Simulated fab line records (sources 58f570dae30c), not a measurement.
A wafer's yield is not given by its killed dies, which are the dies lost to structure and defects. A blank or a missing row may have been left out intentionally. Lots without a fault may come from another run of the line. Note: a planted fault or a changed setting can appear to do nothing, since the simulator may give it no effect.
The tool behind it: which one? :: flow berkeley cmos170 :: route of 331 steps, sampled at 1 step: 7 lots, 21 wafers

== WHAT THE GAUGES READ, wafer by wafer ==
UCB170_GATE_THK_MEAS_02.
lot: L176
measured: day 6 01:56
on: film metro-03
GATE_OXIDE_THK (nm): 6.75 6.85 6.66

lot: L178
measured: day 6 18:43
on: film metro-04
GATE_OXIDE_THK (nm): 6.57 6.53 6.50

lot: L180
measured: day 6 23:27
on: film metro-04
GATE_OXIDE_THK (nm): 6.53 6.50 6.48

lot: L187
measured: day 8 11:56
on: film metro-04
GATE_OXIDE_THK (nm): 6.34 6.62 6.37

lot: L192
measured: day 9 06:02
on: film metro-02
GATE_OXIDE_THK (nm): 6.63 6.66 6.67

lot: L194
measured: day 10 02:08
on: film metro-02
GATE_OXIDE_THK (nm): 6.58 6.44 6.57

lot: L197
measured: day 10 15:26
on: film metro-02
GATE_OXIDE_THK (nm): 6.61 6.56 6.56

== TOOL THAT RAN EACH LOT (tool first, then ch and the chambers of the sampled wafers, then the start) ==
There is no process step in the record ahead of these readings.

== THE ANSWER, worked out from the rows above alone ==
Rule: the lots themselves supply what counts as usual. Put in order of their means at a reading, lots are off if they are a third of the lots or fewer, leave a main group of 4 or more, and stand apart from it by a gap of 3 or more times the standard deviation of the main group's means; of several such gaps the widest counts. A main group is skipped when, at the precision printed for the reading in the tables above, its means are all equal. Also off: a lot with no number at a reading for which 4 or more lots have one. Where the step has rows for the other lots, those lots are counted as sound.
Nothing can be told from this: no lot is off at any reading shown.

== WHAT WAS PUT IN BY THE SIMULATOR ==
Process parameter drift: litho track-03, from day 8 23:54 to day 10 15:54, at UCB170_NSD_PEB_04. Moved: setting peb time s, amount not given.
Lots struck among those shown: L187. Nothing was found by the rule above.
